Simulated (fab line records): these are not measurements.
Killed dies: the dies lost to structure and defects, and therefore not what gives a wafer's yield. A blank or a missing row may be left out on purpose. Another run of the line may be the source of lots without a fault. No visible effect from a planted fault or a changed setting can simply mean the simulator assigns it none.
fab line records	flow rit-cmos
record lots=5	wafers=27
route steps=202 shown ACTIVE@4 GATE@91 SPACER@130 CONTACT@175 M1@200
start-h: hours from the record's first day to the start of the lot's first wafer shown	wait-h: time in hours since the lot's previous step	" the same as in the row above	L1.1+2: a row that stands for several wafers	- value missing, or start not given	* or withheld: withheld	< > ~ a bound
route shown NAME@n: NAME is a module with steps in the file, n the number in the route of the first one	usual: average and standard deviation across the fault-free wafers	same: alike in all rows	chamber/n: place in a boat	sites: per-site readings	_std_site: standard deviation across them	_edge_site: mean of outer sites minus mean of inner sites	radius-mm: how far each site lies from the wafer's centre	mask NAME#n: copy n	behind: tool/chamber where the wafer was last shaped	hold: the reason the lot was held/the length of the hold in hours/how it ended	device: which transistor (n, p or np) failed to switch	end of line: the route-end tests of the same wafers	where a step has no rows: the recipe by itself	killed: dies that structure and defects cost at the first sort, which is not the same as the wafer's yield	map: the dies of a wafer, with x for killed, . for not killed, _ for no die there
set.NAME: the setting as run; set.NAME@STEP: as run at that earlier step	model.NAME: the simulator's own value behind a step, which no gauge read
lots with deliberately changed settings; one table per step, one row per wafer
## steps
# step RIT_ACTIVE_CVD_03
# recipe material=Si3N4	target-thk-nm=150	temp-c=810	precursor=SiH2Cl2/NH3	time-s=1500	pressure-mtorr=300	sih2cl2-flow-sccm=60	nh3-flow-sccm=150
lot.wafer	tool	chamber	start-h	wait-h	set.time-s	model.Si3N4_of_ACTIVE_CVD_03.thk-nm
L075.1	lpcvd-02	0	18.86	0.1	1500	148
L075.2+5	"	0	"	"	1500	150.7
L076.1	-	-	-	0.1	1878	188.7
L076.2	"	-	"	"	1878	189.4
L076.3	"	-	"	"	1878	187.6
L076.4	"	-	"	"	1878	189
L076.5	"	-	"	"	1878	189.9
L076.6	"	-	"	"	1878	188.8
L079.1	-	-	-	0.1	2049	206.1
L079.2	"	-	"	"	2049	206.9
L079.3	"	-	"	"	2049	204.7
L079.4	"	-	"	"	2049	205.2
L079.5	"	-	"	"	2049	205.8
L079.6	"	-	"	"	2049	204.4
L081.1	-	-	-	0.1	1500	151.9
L081.2+5	"	-	"	"	1500	151.3
L081.3	"	-	"	"	1500	150.9
L081.4	"	-	"	"	1500	151
L081.6	"	-	"	"	1500	151.1
L085.1	-	-	-	0.1	1192	119.3
L085.2	"	-	"	"	1192	118.4
L085.3	"	-	"	"	1192	120.6
L085.4	"	-	"	"	1192	119.1
L085.5	"	-	"	"	1192	120.5
L085.6	"	-	"	"	1192	119.4
# step RIT_ACTIVE_THK_MEAS_04
# recipe reads=Si3N4_of_ACTIVE_CVD_03
# usual ACTIVE_NITRIDE_THK=150.2/1.3
lot.wafer	tool	chamber	start-h	wait-h	set.time-s@ACTIVE_CVD_03	ACTIVE_NITRIDE_THK[nm]
L075.1	film-metro-04	-	20.28	0.0	1500	148.0
L075.2	"	-	"	"	1500	150.8
L075.5	"	-	"	"	1500	150.8
L076.1	film-metro-02	-	-	-	1878	188.7
L076.2	"	-	"	"	1878	189.4
L076.3	"	-	"	"	1878	187.5
L076.4	"	-	"	"	1878	189.1
L076.5	"	-	"	"	1878	189.9
L076.6	"	-	"	"	1878	188.6
L079.1	film-metro-04	-	-	-	2049	206.1
L079.2	"	-	"	"	2049	207.1
L079.3	"	-	"	"	2049	204.7
L079.4	"	-	"	"	2049	204.9
L079.5	"	-	"	"	2049	205.7
L079.6	"	-	"	"	2049	204.4
L081.1	film-metro-04	-	-	-	1500	151.9
L081.2	"	-	"	"	1500	151.3
L081.3	"	-	"	"	1500	150.9
L081.4	"	-	"	"	1500	151.0
L081.5	"	-	"	"	1500	151.3
L081.6	"	-	"	"	1500	151.0
L085.1	film-metro-04	-	-	-	1192	119.3
L085.2	"	-	"	"	1192	118.4
L085.3	"	-	"	"	1192	120.6
L085.4	"	-	"	"	1192	119.0
L085.5	"	-	"	"	1192	120.5
L085.6	"	-	"	"	1192	119.4
# step RIT_ACTIVE_DEVELOP_10
# recipe resist=NOVOLAK	develop-time-s=50	dev-temp-c=23
lot.wafer	tool	chamber	start-h	wait-h	set.develop-time-s
L075.1+2+5	litho-track-02	0	-	-	50
L076.1+2+3+4+5+6	litho-track-04	0	-	-	50
L079.1+3+6	litho-track-03	0	-	-	61.7
L079.2+4+5	"	0	"	"	50
L081.1+3+5	litho-track-03	0	-	-	50
L081.2+4+6	"	0	"	"	61.43
L085.1+2+5	litho-track-04	0	-	-	27.76
L085.3+4+6	"	0	"	"	50
# step RIT_ACTIVE_CD_MEAS_11
# recipe target-cd-nm=1400
# usual cd-nm=1401/3.3
lot.wafer	tool	chamber	start-h	wait-h	set.develop-time-s@ACTIVE_DEVELOP_10	cd-nm
L075.1	cd-sem-01	-	21.31	-	50	1396
L075.2	"	-	"	"	50	1396
L075.5	"	-	"	"	50	1396
L076.1	cd-sem-02	-	25.95	-	50	1400
L076.2	"	-	"	"	50	1401
L076.3	"	-	"	"	50	1399
L076.4	"	-	"	"	50	1401
L076.5	"	-	"	"	50	1399
L076.6	"	-	"	"	50	1401
L079.1	cd-sem-02	-	39.63	-	61.7	1379
L079.2	"	-	"	"	50	1398
L079.3	"	-	"	"	61.7	1382
L079.4	"	-	"	"	50	1401
L079.5	"	-	"	"	50	1398
L079.6	"	-	"	"	61.7	1379
L081.1	cd-sem-02	-	50.76	-	50	1398
L081.2	"	-	"	"	61.43	1379
L081.3	"	-	"	"	50	1399
L081.4	"	-	"	"	61.43	1377
L081.5	"	-	"	"	50	1396
L081.6	"	-	"	"	61.43	1379
L085.1	cd-sem-01	-	69.90	-	27.76	1464
L085.2	"	-	"	"	27.76	1463
L085.3	"	-	"	"	50	1398
L085.4	"	-	"	"	50	1401
L085.5	"	-	"	"	27.76	1467
L085.6	"	-	"	"	50	1399
# step RIT_ACTIVE_HARDBAKE_12
# recipe resist=NOVOLAK	temp-c=140	time-s=60
# step RIT_ACTIVE_ETCH_13
# recipe stop-on=SiO2	chemistry=SF6	target=Si3N4	time-s=210	over-etch-frac=0.4	SF6_flow_sccm=200	pressure-mtorr=260	rf-w=125	target-depth-a=2100
# usual oes-product-au=0.822/0.014
lot.wafer	tool	chamber	start-h	wait-h	set.time-s@ACTIVE_CVD_03	set.develop-time-s@ACTIVE_DEVELOP_10	oes-product-au	model.ACTIVE.feature-depth-nm	model.etch.depth-nm	model.ACTIVE.cd-nm
L075.1	rie-diel-02	1	21.58	0.1	1500	50	0.823	148.1	148	1396
L075.2	"	2	"	"	1500	50	0.835	150.7	150.7	1396
L075.5	"	1	"	"	1500	50	0.829	150.7	150.7	1397
L076.1	rie-diel-01	2	26.29	0.1	1878	50	0.926	188.7	188.7	1400
L076.2	"	1	"	"	1878	50	0.955	189.4	189.4	1401
L076.3	"	3	"	"	1878	50	0.919	187.6	187.6	1400
L076.4	"	2	"	"	1878	50	0.941	189	189	1400
L076.5	"	1	"	"	1878	50	0.944	189.9	189.9	1399
L076.6	"	3	"	"	1878	50	0.916	188.8	188.8	1401
L079.1	rie-diel-04	0	39.90	0.1	2049	61.7	0.969	206.1	206.1	1379
L079.2	"	3	"	"	2049	50	0.994	203.7	203.7	1398
L079.3	"	1	"	"	2049	61.7	0.971	205.6	204.7	1382
L079.4	"	2	"	"	2049	50	0.944	207.1	205.2	1400
L079.5	"	3	"	"	2049	50	0.981	203.7	203.7	1399
L079.6	"	2	"	"	2049	61.7	0.947	206.3	204.4	1379
L081.1	rie-diel-02	3	51.03	0.1	1500	50	0.839	154	151.9	1398
L081.2	"	0	"	"	1500	61.43	0.828	153	151.3	1379
L081.3	"	2	"	"	1500	50	0.843	150.9	150.9	1399
L081.4	"	2	"	"	1500	61.43	0.842	151	151	1377
L081.5	"	0	"	"	1500	50	0.829	153.1	151.3	1396
L081.6	"	3	"	"	1500	61.43	0.838	153.2	151.1	1379
L085.1	rie-diel-02	3	70.17	0.1	1192	27.76	0.748	121.4	119.3	1464
L085.2	"	0	"	"	1192	27.76	0.737	120.1	118.4	1463
L085.3	"	1	"	"	1192	50	0.733	120.7	120.6	1398
L085.4	"	0	"	"	1192	50	0.732	120.8	119.1	1400
L085.5	"	3	"	"	1192	27.76	0.745	122.6	120.5	1467
L085.6	"	1	"	"	1192	50	0.730	119.4	119.4	1400
# step RIT_ACTIVE_STRIP_14
# recipe chemistry=O2	time-s=180	resist=NOVOLAK	platen-temp-c=withheld	power-w=500	pressure-mtorr=4000	o2-flow-sccm=4000
# step RIT_ACTIVE_CD_MEAS_90
# recipe target-cd-nm=1400
# usual cd-nm=1401/3.3
lot.wafer	tool	chamber	start-h	wait-h	set.develop-time-s@ACTIVE_DEVELOP_10	cd-nm
L075.1	cd-sem-02	-	21.89	0.1	50	1396
L075.2	"	-	"	"	50	1397
L075.5	"	-	"	"	50	1397
L076.1	cd-sem-01	-	26.60	0.1	50	1400
L076.2	"	-	"	"	50	1401
L076.3	"	-	"	"	50	1399
L076.4	"	-	"	"	50	1400
L076.5	"	-	"	"	50	1399
L076.6	"	-	"	"	50	1401
L079.1	cd-sem-02	-	40.21	0.1	61.7	1378
L079.2	"	-	"	"	50	1398
L079.3	"	-	"	"	61.7	1382
L079.4	"	-	"	"	50	1400
L079.5	"	-	"	"	50	1399
L079.6	"	-	"	"	61.7	1379
L081.1	cd-sem-02	-	51.56	0.3	50	1398
L081.2	"	-	"	"	61.43	1379
L081.3	"	-	"	"	50	1400
L081.4	"	-	"	"	61.43	1378
L081.5	"	-	"	"	50	1396
L081.6	"	-	"	"	61.43	1379
L085.1	cd-sem-01	-	70.48	0.1	27.76	1464
L085.2	"	-	"	"	27.76	1463
L085.3	"	-	"	"	50	1398
L085.4	"	-	"	"	50	1400
L085.5	"	-	"	"	27.76	1466
L085.6	"	-	"	"	50	1399
# step RIT_GATE_DEVELOP_15
# recipe resist=NOVOLAK	develop-time-s=50	dev-temp-c=23
lot.wafer	tool	chamber	start-h	wait-h	set.develop-time-s
L075.1+2+5	litho-track-01	0	-	-	50
L076.1+5+6	litho-track-01	0	-	-	50
L076.2+3+4	"	0	"	"	22.2
L079.1+5+6	litho-track-04	0	-	-	50
L079.2+3+4	"	0	"	"	72.7
L081.1+2+3	litho-track-02	0	-	-	50
L081.4+5+6	"	0	"	"	26.64
L085.1+2+3	litho-track-04	0	-	-	60.15
L085.4+5+6	"	0	"	"	50
# step RIT_SPACER_ETCHBACK_05
# recipe target-depth-a=2500	SF6_flow_sccm=30	CHF3_flow_sccm=30	target=Si3N4	chemistry=SF6/CHF3	pressure-mtorr=40	rf-w=250	time-s=240	stop-on=SiO2
# usual oes-product-au=0.838/0.017
lot.wafer	tool	chamber	start-h	wait-h	set.target-depth-a	oes-product-au	model.poly-Si_of_GATE_CVD_08.thk-nm	model.Si3N4_of_SPACER_CVD_03.thk-nm
L075.1	rie-diel-02	2	60.08	0.1	2500	0.856	176.4	196.9
L075.2	"	3	"	"	2500	0.872	172.8	196.1
L075.5	"	3	"	"	2500	0.876	173.6	196.4
L076.1	rie-diel-04	2	60.95	0.1	2500	0.825	169.2	195
L076.2	"	1	"	"	2500	0.830	172	195.7
L076.3	"	0	"	"	3229	0.727	155.1	182.6
L076.4	"	3	"	"	2500	0.841	170.2	195.4
L076.5	"	1	"	"	3229	0.719	153.6	182.2
L076.6	"	2	"	"	3229	0.712	154.1	181.9
L079.1	rie-diel-04	2	72.15	0.1	2500	0.804	167.1	190.2
L079.2	"	3	"	"	2500	0.838	168.3	193.2
L079.3	"	0	"	"	1898	0.961	181.3	202.5
L079.4	"	1	"	"	1898	0.944	182.6	200.1
L079.5	"	3	"	"	1898	0.976	183.4	201.7
L079.6	"	0	"	"	2500	0.819	168.3	190.3
L081.1	rie-diel-04	2	81.43	0.1	2500	0.828	168.8	195.9
L081.2	"	1	"	"	3241	0.717	154.5	181.6
L081.3	"	0	"	"	2500	0.840	169.6	196.3
L081.4	"	3	"	"	3241	0.729	155.9	183.8
L081.5	"	1	"	"	3241	0.712	156.7	181.4
L081.6	"	2	"	"	2500	0.820	169.6	194.4
L085.1	rie-diel-04	1	105.28	0.1	2500	0.816	173.1	192.5
L085.2	"	2	"	"	2500	0.813	170.5	192.3
L085.3	"	0	"	"	2500	0.826	173.2	192.2
L085.4	"	3	"	"	2500	0.836	174.1	194.3
L085.5	"	0	"	"	2500	0.825	171.8	191.7
L085.6	"	1	"	"	2500	0.828	174	193.1
# step RIT_CONTACT_DEVELOP_07
# recipe resist=NOVOLAK	develop-time-s=120	dev-temp-c=23
lot.wafer	tool	chamber	start-h	wait-h	set.develop-time-s
L075.1+2+5	litho-track-04	0	-	-	120
L076.1+2+3	litho-track-03	0	-	-	50.08
L076.4+5+6	"	0	"	"	120
L079.1+4+6	litho-track-04	0	-	-	120
L079.2+3+5	"	0	"	"	101
L081.1+4+5	litho-track-04	0	-	-	51.34
L081.2+3+6	"	0	"	"	120
L085.1+4+5	litho-track-03	0	-	-	55.96
L085.2+3+6	"	0	"	"	120
# step RIT_CONTACT_CD_MEAS_08
# recipe target-cd-nm=1000
# usual cd-nm=999.1/2.7
lot.wafer	tool	chamber	start-h	wait-h	set.develop-time-s@CONTACT_DEVELOP_07	cd-nm
L075.1	cd-sem-01	-	65.86	-	120	999.7
L075.2	"	-	"	"	120	997.2
L075.5	"	-	"	"	120	998.2
L076.1	cd-sem-01	-	66.73	-	50.08	916.8
L076.2	"	-	"	"	50.08	914.8
L076.3	"	-	"	"	50.08	917.0
L076.4	"	-	"	"	120	993.8
L076.5	"	-	"	"	120	995.8
L076.6	"	-	"	"	120	996.1
L079.1	cd-sem-01	-	78.10	-	120	1002.5
L079.2	"	-	"	"	101	988.8
L079.3	"	-	"	"	101	988.0
L079.4	"	-	"	"	120	1001.4
L079.5	"	-	"	"	101	987.4
L079.6	"	-	"	"	120	1001.0
L081.1	cd-sem-02	-	87.37	-	51.34	925.9
L081.2	"	-	"	"	120	999.9
L081.3	"	-	"	"	120	1000.4
L081.4	"	-	"	"	51.34	924.7
L081.5	"	-	"	"	51.34	924.2
L081.6	"	-	"	"	120	1000.4
L085.1	cd-sem-02	-	111.30	-	55.96	932.3
L085.2	"	-	"	"	120	996.2
L085.3	"	-	"	"	120	998.0
L085.4	"	-	"	"	55.96	932.9
L085.5	"	-	"	"	55.96	931.4
L085.6	"	-	"	"	120	1000.1
# step RIT_CONTACT_ETCH_11
# recipe target-depth-a=4800	over-etch-frac=0.2	stop-on=TiSi2	chemistry=CHF3/CF4/Ar	target=SiO2	CHF3_flow_sccm=50	cf4-flow-sccm=10	Ar_flow_sccm=100	O2_flow_sccm=5	pressure-mtorr=100	rf-w=200	time-s=320
lot.wafer	tool	chamber	start-h	wait-h	set.time-s	set.develop-time-s@CONTACT_DEVELOP_07	model.CONTACT.cd-nm
L075.1	rie-diel-01	3	66.16	0.1	320	120	998.9
L075.2	"	1	"	"	320	120	997.3
L075.5	"	3	"	"	320	120	997.8
L076.1	rie-diel-04	0	67.03	0.1	320	50.08	916.7
L076.2	"	3	"	"	320	50.08	915
L076.3	"	2	"	"	320	50.08	918
L076.4	"	1	"	"	320	120	994.2
L076.5	"	3	"	"	320	120	996.1
L076.6	"	0	"	"	320	120	996.3
L079.1	rie-diel-04	0	78.40	0.1	320	120	1002
L079.2	"	2	"	"	320	101	988.9
L079.3	"	3	"	"	320	101	987.8
L079.4+6	"	1,2	"	"	320	120	1001
L079.5	"	1	"	"	320	101	987.4
L081.1	rie-diel-04	0	87.67	0.1	320	51.34	925.8
L081.2	"	1	"	"	320	120	999.8
L081.3+6	"	2,0	"	"	320	120	1001
L081.4	"	3	"	"	320	51.34	925.1
L081.5	"	3	"	"	320	51.34	924.7
L085.1	rie-diel-04	3	111.60	0.1	320	55.96	932.3
L085.2	"	2	"	"	320	120	996.3
L085.3	"	1	"	"	159.2	120	996.3
L085.4	"	0	"	"	320	55.96	933
L085.5	"	0	"	"	159.2	55.96	929.6
L085.6	"	1	"	"	159.2	120	998.3
# step RIT_CONTACT_STRIP_12
# recipe chemistry=O2	time-s=180	resist=NOVOLAK	platen-temp-c=withheld	power-w=500	pressure-mtorr=4000	o2-flow-sccm=4000
# step RIT_CONTACT_CD_MEAS_90
# recipe target-cd-nm=1000
# usual cd-nm=999.2/2.7
lot.wafer	tool	chamber	start-h	wait-h	set.develop-time-s@CONTACT_DEVELOP_07	cd-nm
L075.1	cd-sem-01	-	66.53	0.1	120	999.0
L075.2	"	-	"	"	120	997.1
L075.5	"	-	"	"	120	997.9
L076.1	cd-sem-02	-	67.40	0.1	50.08	916.7
L076.2	"	-	"	"	50.08	914.9
L076.3	"	-	"	"	50.08	918.3
L076.4	"	-	"	"	120	994.4
L076.5	"	-	"	"	120	996.5
L076.6	"	-	"	"	120	996.1
L079.1	cd-sem-02	-	78.77	0.1	120	1002.0
L079.2	"	-	"	"	101	988.9
L079.3	"	-	"	"	101	987.6
L079.4	"	-	"	"	120	1001.2
L079.5	"	-	"	"	101	987.3
L079.6	"	-	"	"	120	1001.7
L081.1	cd-sem-02	-	88.04	0.1	51.34	926.2
L081.2	"	-	"	"	120	999.7
L081.3	"	-	"	"	120	1001.1
L081.4	"	-	"	"	51.34	925.1
L081.5	"	-	"	"	51.34	924.4
L081.6	"	-	"	"	120	1000.8
L085.1	cd-sem-02	-	111.97	0.1	55.96	932.0
L085.2	"	-	"	"	120	996.4
L085.3	"	-	"	"	120	996.5
L085.4	"	-	"	"	55.96	933.1
L085.5	"	-	"	"	55.96	929.6
L085.6	"	-	"	"	120	998.2
# step RIT_CONTACT_CLEAN_13
# recipe chemistry=SC1	mix=3:3:50	time-s=600	temp-c=75
# step RIT_CONTACT_CLEAN_14
# recipe chemistry=SC2	mix=3:3:50	time-s=600	temp-c=75	dry=n2-spin
# step RIT_M1_ANNEAL_15
# recipe temp-c=450	time-s=1800	ambient=forming_gas_H2N2
# step RIT_M1_PROBE_99
lot.wafer	tool	chamber	start-h	wait-h	set.develop-time-s@GATE_DEVELOP_15	model.etest.pmos_0p15.r-on-ohm-um	model.etest.pmos_0p3.r-on-ohm-um	model.etest.pmos-turned.r-on-ohm-um	model.etest.nmos_0p15.r-on-ohm-um	model.etest.nmos_0p3.r-on-ohm-um	model.etest.npoly-line.line-ohm-um	model.etest.ppoly-line.line-ohm-um	model.etest.nmos_0p15.drive-ua-um
L075.1	prober-01	-	71.44	0.1	50	2944	6606	3772	1142	2205	165.9	157.5	452.6
L075.2	prober-01	-	71.49	0.1	50	2917	6675	3794	1162	2227	169.7	162.8	460.1
L075.5	prober-01	-	71.64	0.2	50	2944	6594	3751	1157	2221	166.9	160.7	453.1
L076.1	prober-02	-	72.36	0.1	50	2687	6022	3316	1137	2143	165.4	158.7	477.6
L076.2	prober-02	-	72.41	0.1	22.2	6277	9735	6953	2246	3276	58.24	56.1	214.2
L076.4	prober-02	-	72.51	0.2	22.2	6215	9610	6842	2211	3238	59.82	57.96	218.1
L079.2	prober-01	-	83.44	0.1	72.7	-	4800	1988	-	1712	485	457.8	-
L079.3	prober-01	-	83.49	0.2	72.7	-	4866	1917	-	1682	500.1	449.8	-
L079.4	prober-01	-	83.54	0.2	72.7	-	4738	1847	-	1653	481.9	442.4	-
L079.6	prober-01	-	83.64	0.2	50	2855	6436	3559	1176	2212	162.9	160.3	462.5
L081.1	prober-01	-	93.71	0.1	50	2975	6460	3669	1195	2232	161.2	154.6	445.4
L081.3	prober-01	-	93.81	0.2	50	2922	6445	3674	1154	2190	166.2	157.6	456.5
L081.6	prober-01	-	93.96	0.2	26.64	5718	9273	6457	2040	3057	71.29	68.21	238.2
L085.1	prober-01	-	116.49	0.1	60.15	2011	5504	2712	1012	2013	245	233.5	600.7
L085.2	prober-01	-	116.54	0.1	60.15	1986	5610	2638	1013	2059	252.1	247.3	608.9
L085.3	prober-01	-	116.59	0.2	60.15	-	-	-	-	-	-	-	-
L085.4	prober-01	-	116.64	0.2	50	2717	6290	3403	1209	2235	165.4	159.8	442.9
L085.5+6	prober-01	-	116.69	0.2	50	-	-	-	-	-	-	-	-
# killed by level:class
L075.1 FOX2:geometric-particle:open=2 SPACER:geometric-particle:short=2 FOX1:geometric-particle:short=1 GATE:geometric-particle:open=1 SPACER:geometric-particle:open=1
L075.2 SILICIDE:geometric-particle:short=5 REOX:geometric-particle:open=3 SPACER:geometric-particle:open=2 GATE:geometric-particle:short=1 GATE:geometric-particle:open=1 REOX:geometric-particle:short=1 SILICIDE:geometric-particle:open=1
L075.5 FOX1:geometric-particle:short=3 GATE:geometric-particle:open=2 FOX2:geometric-particle:open=1 GATE:geometric-particle:short=1
## key
split step=RIT_ACTIVE_CVD_03	setting=time-s	stated=1500	by=lot
response step=RIT_ACTIVE_CVD_03	reading=model.Si3N4_of_ACTIVE_CVD_03.thk-nm	change=+1.51	per=1%	r=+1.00
response step=RIT_ACTIVE_THK_MEAS_04	reading=ACTIVE_NITRIDE_THK	change=+1.51	per=1%	r=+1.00
response step=RIT_ACTIVE_ETCH_13	reading=oes-product-au	change=+0.00403	per=1%	r=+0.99
response step=RIT_ACTIVE_ETCH_13	reading=model.ACTIVE.feature-depth-nm	change=+1.48	per=1%	r=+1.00
response step=RIT_ACTIVE_ETCH_13	reading=model.etch.depth-nm	change=+1.5	per=1%	r=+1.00
split step=RIT_ACTIVE_DEVELOP_10	setting=develop-time-s	stated=50	by=wafer
response step=RIT_ACTIVE_CD_MEAS_11	reading=cd-nm	change=-1.24	per=1%	r=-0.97
response step=RIT_ACTIVE_ETCH_13	reading=model.ACTIVE.cd-nm	change=-1.24	per=1%	r=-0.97
response step=RIT_ACTIVE_CD_MEAS_90	reading=cd-nm	change=-1.24	per=1%	r=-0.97
split step=RIT_GATE_DEVELOP_15	setting=develop-time-s	stated=50	by=wafer
response step=RIT_M1_PROBE_99	reading=model.etest.pmos_0p15.r-on-ohm-um	change=-60.1	per=1%	r=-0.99
response step=RIT_M1_PROBE_99	reading=model.etest.pmos_0p3.r-on-ohm-um	change=-54.1	per=1%	r=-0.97
response step=RIT_M1_PROBE_99	reading=model.etest.pmos-turned.r-on-ohm-um	change=-53.5	per=1%	r=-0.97
response step=RIT_M1_PROBE_99	reading=model.etest.nmos_0p15.r-on-ohm-um	change=-18.5	per=1%	r=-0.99
response step=RIT_M1_PROBE_99	reading=model.etest.nmos_0p3.r-on-ohm-um	change=-16.6	per=1%	r=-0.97
response step=RIT_M1_PROBE_99	reading=model.etest.npoly-line.line-ohm-um	shape=bent	at-lowest=59.03	at-stated=165.4	at-highest=489
response step=RIT_M1_PROBE_99	reading=model.etest.ppoly-line.line-ohm-um	shape=bent	at-lowest=57.03	at-stated=159	at-highest=450
response step=RIT_M1_PROBE_99	reading=model.etest.nmos_0p15.drive-ua-um	change=+4.88	per=1%	r=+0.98
split step=RIT_SPACER_ETCHBACK_05	setting=target-depth-a	stated=2500	by=wafer
response step=RIT_SPACER_ETCHBACK_05	reading=oes-product-au	change=-0.0043	per=1%	r=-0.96
response step=RIT_SPACER_ETCHBACK_05	reading=model.poly-Si_of_GATE_CVD_08.thk-nm	change=-0.53	per=1%	r=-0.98
response step=RIT_SPACER_ETCHBACK_05	reading=model.Si3N4_of_SPACER_CVD_03.thk-nm	change=-0.442	per=1%	r=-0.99
split step=RIT_CONTACT_DEVELOP_07	setting=develop-time-s	stated=120	by=wafer
response step=RIT_CONTACT_CD_MEAS_08	reading=cd-nm	change=+1.29	per=1%	r=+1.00
response step=RIT_CONTACT_ETCH_11	reading=model.CONTACT.cd-nm	change=+1.29	per=1%	r=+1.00
response step=RIT_CONTACT_CD_MEAS_90	reading=cd-nm	change=+1.29	per=1%	r=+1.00
split step=RIT_CONTACT_ETCH_11	setting=time-s	stated=320	by=wafer
response none clear
